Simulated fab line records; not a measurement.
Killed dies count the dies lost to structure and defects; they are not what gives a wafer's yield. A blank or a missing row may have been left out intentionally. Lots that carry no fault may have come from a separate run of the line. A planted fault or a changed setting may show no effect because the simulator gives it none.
Which tool did it? | flow berkeley cmos170 | 7 lots with 21 wafers sampled at 2 steps, on a route of 331 steps

WHAT THE GAUGES SHOWED, per wafer
UCB170_ACTIVE_CD_MEAS_90: target cd 1200 nm.
lot  | measured    | on        | cd nm (nm)
L947 | day 5 05:07 | cd sem-01 | 1202.7 1201.1 1202.6
L953 | day 6 11:25 | cd sem-02 | 1199.8 1201.8 1200.1
L956 | day 6 23:03 | cd sem-02 | 1199.8 1199.3 1198.9
L963 | day 8 20:10 | cd sem-02 | 1200.1 1198.1 1199.3
L965 | day 8 19:53 | cd sem-02 | 1198.8 1198.3 1199.2
L967 | day 9 04:15 | cd sem-02 | 1198.3 1199.4 1198.1
L969 | day 9 21:16 | cd sem-01 | 1202.3 1202.7 1201.3

EACH LOT AND THE TOOL THAT RAN IT (in order: tool; ch and the chambers of the sampled wafers; start)
lot  | UCB170_NWELL_OXIDATION_01
L947 | furnace-01 ch 0, day 2 06:05
L953 | furnace-01 ch 0, day 3 16:46
L956 | furnace-04 ch 0, day 4 03:46
L963 | furnace-04 ch 0, day 5 22:50
L965 | furnace-04 ch 0, day 5 22:50
L967 | furnace-01 ch 0, day 6 07:51
L969 | furnace-04 ch 0, day 6 21:19
- UCB170_NWELL_OXIDATION_01: target thk 26.4 nm, ox time 1260 s.

THE ANSWER, worked out from the rows above alone
Rule: the usual values come from the lots themselves. Put in order of their means at a reading, lots are off if they are a third of the lots or fewer, leave a main group of 4 or more, and stand apart from it by a gap of 3 or more times the standard deviation of the main group's means; of several such gaps the widest counts. A main group is skipped when, at the precision printed for the reading in the tables above, its means are all equal. Also off: a lot with no number at a reading for which 4 or more lots have one. Any other lot the step has rows for is counted as sound.
No lot is off at any reading shown: from this, nothing can be told.

WHAT HAD BEEN PUT IN BY THE SIMULATOR
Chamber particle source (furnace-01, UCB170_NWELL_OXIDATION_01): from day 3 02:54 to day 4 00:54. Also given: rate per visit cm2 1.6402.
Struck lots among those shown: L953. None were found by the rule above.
